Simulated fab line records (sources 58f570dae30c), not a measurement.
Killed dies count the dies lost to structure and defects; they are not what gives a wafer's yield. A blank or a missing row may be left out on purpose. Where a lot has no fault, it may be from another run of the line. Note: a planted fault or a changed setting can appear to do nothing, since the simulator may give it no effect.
Lot-split experiment || flow berkeleyCmos170 || 23 wafers read from 5 lots, route of 331 steps

## ABOUT THE SPLIT
At UCB170_CONTACT_COAT_10 (resist thk 900 nm), the setting resistThkNm was moved away from the recipe's 900 nm on 9 of the 23 wafers read, by -5.7% to -3.8%. For the rest of the wafers, this setting stayed at what the recipe calls for.

The reading is taken at the split's own step.

## THE READING
KrF_of_CONTACT_COAT_10.thkNm (the simulator's own value, which no gauge read), in nm, at UCB170_CONTACT_COAT_10 (resist thk 900 nm). No usual value for it is given in the file. Average 900.8 nm, standard deviation 1.9 nm, over the 14 wafers here run with the recipe.

{"wafer": "L074.2", "tool, chamber at the split": "lithoTrack-01, 0", "resistThkNm as run, nm": 900, "against the recipe": "recipe", "KrF_of_CONTACT_COAT_10.thkNm, nm": 902.8, "against lot-mates on the recipe": "-"}
{"wafer": "L074.4", "tool, chamber at the split": "lithoTrack-01, 0", "resistThkNm as run, nm": 900, "against the recipe": "recipe", "KrF_of_CONTACT_COAT_10.thkNm, nm": 902.3, "against lot-mates on the recipe": "-"}
{"wafer": "L074.5", "tool, chamber at the split": "lithoTrack-01, 0", "resistThkNm as run, nm": 900, "against the recipe": "recipe", "KrF_of_CONTACT_COAT_10.thkNm, nm": 899.3, "against lot-mates on the recipe": "-"}
{"wafer": "L078.1", "tool, chamber at the split": "lithoTrack-01, 0", "resistThkNm as run, nm": 900, "against the recipe": "recipe", "KrF_of_CONTACT_COAT_10.thkNm, nm": 905.2, "against lot-mates on the recipe": "-"}
{"wafer": "L078.2", "tool, chamber at the split": "lithoTrack-01, 0", "resistThkNm as run, nm": 858, "against the recipe": "-4.7%", "KrF_of_CONTACT_COAT_10.thkNm, nm": 861.4, "against lot-mates on the recipe": -42.1}
{"wafer": "L078.3", "tool, chamber at the split": "lithoTrack-01, 0", "resistThkNm as run, nm": 858, "against the recipe": "-4.7%", "KrF_of_CONTACT_COAT_10.thkNm, nm": 860.1, "against lot-mates on the recipe": -43.4}
{"wafer": "L078.4", "tool, chamber at the split": "lithoTrack-01, 0", "resistThkNm as run, nm": 900, "against the recipe": "recipe", "KrF_of_CONTACT_COAT_10.thkNm, nm": 901.8, "against lot-mates on the recipe": "-"}
{"wafer": "L078.6", "tool, chamber at the split": "lithoTrack-01, 0", "resistThkNm as run, nm": 858, "against the recipe": "-4.7%", "KrF_of_CONTACT_COAT_10.thkNm, nm": 859.4, "against lot-mates on the recipe": -44.1}
{"wafer": "L079.1", "tool, chamber at the split": "lithoTrack-03, 0", "resistThkNm as run, nm": 900, "against the recipe": "recipe", "KrF_of_CONTACT_COAT_10.thkNm, nm": 901.2, "against lot-mates on the recipe": "-"}
{"wafer": "L079.2", "tool, chamber at the split": "lithoTrack-03, 0", "resistThkNm as run, nm": 849.1, "against the recipe": "-5.7%", "KrF_of_CONTACT_COAT_10.thkNm, nm": 850, "against lot-mates on the recipe": -49.5}
{"wafer": "L079.3", "tool, chamber at the split": "lithoTrack-03, 0", "resistThkNm as run, nm": 849.1, "against the recipe": "-5.7%", "KrF_of_CONTACT_COAT_10.thkNm, nm": 845.5, "against lot-mates on the recipe": -54.0}
{"wafer": "L079.4", "tool, chamber at the split": "lithoTrack-03, 0", "resistThkNm as run, nm": 900, "against the recipe": "recipe", "KrF_of_CONTACT_COAT_10.thkNm, nm": 897.8, "against lot-mates on the recipe": "-"}
{"wafer": "L079.6", "tool, chamber at the split": "lithoTrack-03, 0", "resistThkNm as run, nm": 849.1, "against the recipe": "-5.7%", "KrF_of_CONTACT_COAT_10.thkNm, nm": 849.5, "against lot-mates on the recipe": -50.0}
{"wafer": "L085.1", "tool, chamber at the split": "lithoTrack-03, 0", "resistThkNm as run, nm": 865.5, "against the recipe": "-3.8%", "KrF_of_CONTACT_COAT_10.thkNm, nm": 865.3, "against lot-mates on the recipe": -34.5}
{"wafer": "L085.2", "tool, chamber at the split": "lithoTrack-03, 0", "resistThkNm as run, nm": 865.5, "against the recipe": "-3.8%", "KrF_of_CONTACT_COAT_10.thkNm, nm": 867.5, "against lot-mates on the recipe": -32.2}
{"wafer": "L085.3", "tool, chamber at the split": "lithoTrack-03, 0", "resistThkNm as run, nm": 900, "against the recipe": "recipe", "KrF_of_CONTACT_COAT_10.thkNm, nm": 900.2, "against lot-mates on the recipe": "-"}
{"wafer": "L085.4", "tool, chamber at the split": "lithoTrack-03, 0", "resistThkNm as run, nm": 900, "against the recipe": "recipe", "KrF_of_CONTACT_COAT_10.thkNm, nm": 899.3, "against lot-mates on the recipe": "-"}
{"wafer": "L085.5", "tool, chamber at the split": "lithoTrack-03, 0", "resistThkNm as run, nm": 865.5, "against the recipe": "-3.8%", "KrF_of_CONTACT_COAT_10.thkNm, nm": 863.4, "against lot-mates on the recipe": -36.4}
{"wafer": "L082.1", "tool, chamber at the split": "lithoTrack-01, 0", "resistThkNm as run, nm": 900, "against the recipe": "recipe", "KrF_of_CONTACT_COAT_10.thkNm, nm": 899.7, "against lot-mates on the recipe": "-"}
{"wafer": "L082.3", "tool, chamber at the split": "lithoTrack-01, 0", "resistThkNm as run, nm": 900, "against the recipe": "recipe", "KrF_of_CONTACT_COAT_10.thkNm, nm": 898.6, "against lot-mates on the recipe": "-"}
{"wafer": "L082.4", "tool, chamber at the split": "lithoTrack-01, 0", "resistThkNm as run, nm": 900, "against the recipe": "recipe", "KrF_of_CONTACT_COAT_10.thkNm, nm": 902.4, "against lot-mates on the recipe": "-"}
{"wafer": "L082.5", "tool, chamber at the split": "lithoTrack-01, 0", "resistThkNm as run, nm": 900, "against the recipe": "recipe", "KrF_of_CONTACT_COAT_10.thkNm, nm": 900.9, "against lot-mates on the recipe": "-"}
{"wafer": "L082.6", "tool, chamber at the split": "lithoTrack-01, 0", "resistThkNm as run, nm": 900, "against the recipe": "recipe", "KrF_of_CONTACT_COAT_10.thkNm, nm": 899.1, "against lot-mates on the recipe": "-"}

FIT RESULTS
A straight line over all 23 wafers: KrF_of_CONTACT_COAT_10.thkNm changes by +9.07 nm for each +1% of resistThkNm; r = +1.00; the points scatter about the line by 2.1 nm.
The same after taking each lot's own level away (the mean of its wafers on the recipe; 23 wafers): +9.1 nm for each +1%; r = +1.00; scatter 1.6 nm.
According to that fit, moving resistThkNm by its largest amount changes the reading by 51 nm.
Across the lots, their own levels run from 899.50 to 903.50 nm, a range of 2.1 times the standard deviation given above.
Consequently the slope shifts little with the lot-to-lot level, the two slopes agreeing.
Check: for one of the wafers moved furthest among these (-5.7%), held out of the fit, the line's prediction against its lot-mates is -51.8 nm. It came out at -49.5 nm against them.

## THESE WAFERS: OTHER SPLITS
Note: prior to the reading, these wafers also went through further splits. Each is held against what the fit with the lots' levels taken away leaves over:
{"other split on the same wafers": "UCB170_PLDD_EXPOSE_03 doseMj", "wafers away from the commonest value": 7, "r with KrF_of_CONTACT_COAT_10.thkNm (lot level and that fit taken away)": -0.09}
{"other split on the same wafers": "UCB170_NLDD_EXPOSE_03 doseMj", "wafers away from the commonest value": 10, "r with KrF_of_CONTACT_COAT_10.thkNm (lot level and that fit taken away)": -0.06}
{"other split on the same wafers": "UCB170_SPACER_CVD_00 timeS", "wafers away from the commonest value": 7, "r with KrF_of_CONTACT_COAT_10.thkNm (lot level and that fit taken away)": "+0.24"}
{"other split on the same wafers": "UCB170_PSD_PEB_04 pebTempC", "wafers away from the commonest value": 6, "r with KrF_of_CONTACT_COAT_10.thkNm (lot level and that fit taken away)": "+0.38"}
{"other split on the same wafers": "UCB170_NSD_IMPLANT_08 energyKev", "wafers away from the commonest value": 6, "r with KrF_of_CONTACT_COAT_10.thkNm (lot level and that fit taken away)": "+0.26"}
{"other split on the same wafers": "UCB170_BACKSIDE_HMDS_00 primeTimeS", "wafers away from the commonest value": 9, "r with KrF_of_CONTACT_COAT_10.thkNm (lot level and that fit taken away)": "+0.17"}
{"other split on the same wafers": "UCB170_CONTACT_CVD_01 pressureMtorr", "wafers away from the commonest value": 15, "r with KrF_of_CONTACT_COAT_10.thkNm (lot level and that fit taken away)": -0.10}

## THE FILE'S OWN FIT
KrF_of_CONTACT_COAT_10.thkNm changes by +9.09 nm for each +1% of resistThkNm, r = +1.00.
